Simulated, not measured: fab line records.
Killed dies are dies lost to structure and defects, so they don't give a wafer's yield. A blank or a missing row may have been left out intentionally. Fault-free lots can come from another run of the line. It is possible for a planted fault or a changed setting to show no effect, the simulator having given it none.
The tool behind it: which one?    flow rit-cmos    13 lots with 39 wafers sampled at 2 steps, on a route of 202 steps

== WHAT THE GAUGES READ, wafer by wafer ==
RIT_PLDD_TW_MEAS_10. Usual: PLDD_TW gives 2365 (standard deviation 11).
lot   measured     on             PLDD_TW         flag
L801  day 2 22:43  film-metro-02  2361 2360 2363  
L802  day 3 05:32  film-metro-02  2369 2347 2353  
L803  day 3 07:41  film-metro-03  2363 2370 2375  
L804  day 3 14:56  film-metro-01  2363 2357 2357  
L805  day 3 19:16  film-metro-01  2361 2350 2351  
L806  day 3 22:40  film-metro-03  2360 2348 2357  
L809  day 4 12:25  film-metro-01  2375 2374 2374  
L811  day 5 02:30  film-metro-02  2366 2379 2376  
L813  day 5 08:02  film-metro-03  30 30 30        OFF
L814  day 5 12:11  film-metro-02  2371 2373 2364  
L821  day 6 23:41  film-metro-03  2338 2361 2352  
L823  day 7 12:04  film-metro-01  2364 2360 2382  
L824  day 7 19:41  film-metro-03  2367 2361 2367  

== TOOL THAT RAN EACH LOT (tool first, then ch and the chambers of the sampled wafers, then the start) ==
lot   RIT_NLDD_STRIP_09
L801  plasma-asher-03 ch 0,1, day 2 20:59
L802  plasma-asher-03 ch 0,1, day 3 03:44
L803  plasma-asher-02 ch 0,1, day 3 06:05
L804  plasma-asher-02 ch 0,1, day 3 13:20
L805  plasma-asher-03 ch 0,1, day 3 17:30
L806  plasma-asher-02 ch 0,1, day 3 21:03
L809  plasma-asher-03 ch 0,1, day 4 10:44
L811  plasma-asher-02 ch 0,1, day 5 00:46
L813  plasma-asher-02 ch 0,1, day 5 06:09
L814  plasma-asher-03 ch 0,1, day 5 10:35
L821  plasma-asher-03 ch 0,1, day 6 22:07
L823  plasma-asher-02 ch 0,1, day 7 10:16
L824  plasma-asher-04 ch 0,1, day 7 18:08
- RIT_NLDD_STRIP_09: strips in O2, time 180 s.

== AS READ BY THE TOOLS THEMSELVES (means over the sampled wafers that have a number; for cases with no such wafer, the mark the record gives instead) ==
RIT_NLDD_STRIP_09. Usual: drypump-motor-current-A 5.8 A, standard deviation 0.31; rf-refl-power-W 7.2 W, standard deviation 0.74; run-length-s 208.5 s, standard deviation 0.55.
lot   tool             drypump-motor-current-A (A)  rf-refl-power-W (W)  run-length-s (s)  flag
L801  plasma-asher-03  6.0                          7.9                  208.9             
L802  plasma-asher-03  6.0                          7.9                  208.8             
L803  plasma-asher-02  5.5                          6.5                  208.2             
L804  plasma-asher-02  5.5                          6.6                  208.1             
L805  plasma-asher-03  6.1                          7.9                  208.7             
L806  plasma-asher-02  5.5                          6.5                  208.0             
L809  plasma-asher-03  6.0                          7.9                  208.6             
L811  plasma-asher-02  5.5                          6.7                  208.1             
L813  plasma-asher-02  5.5                          6.5                  72.5              OFF
L814  plasma-asher-03  6.1                          7.7                  208.8             
L821  plasma-asher-03  6.0                          8.1                  208.9             
L823  plasma-asher-02  5.8                          6.9                  208.3             
L824  plasma-asher-04  5.8                          7.4                  208.8             

== THE ANSWER, worked out from the rows above alone ==
Rule: a lot counts as off when the mean over its wafers that have a number is more than 3 standard deviations away from the usual mean. Also off: a lot with no number at a reading for which 4 or more lots have one. Any other lot the step has rows for is counted as sound. First the gauges in route order, then the tools' own readings, where a lot's mean is used as printed above. At the first step where some lot is off, the reading lying furthest off is the one used; lots without a number count as furthest.
Off: L813, at RIT_PLDD_TW_MEAS_10 (PLDD_TW).
A tool fits if, at a process step before that reading, it ran every lot that is off, and no sound lot after the first of them. Not tried: the gauges at RIT_PLDD_TW_MEAS_10; whatever is off there is also off at RIT_NLDD_STRIP_09, on other tools, and gauge error can't account for it. Not one of the candidates tried fits.

== WHAT WAS PUT IN BY THE SIMULATOR ==
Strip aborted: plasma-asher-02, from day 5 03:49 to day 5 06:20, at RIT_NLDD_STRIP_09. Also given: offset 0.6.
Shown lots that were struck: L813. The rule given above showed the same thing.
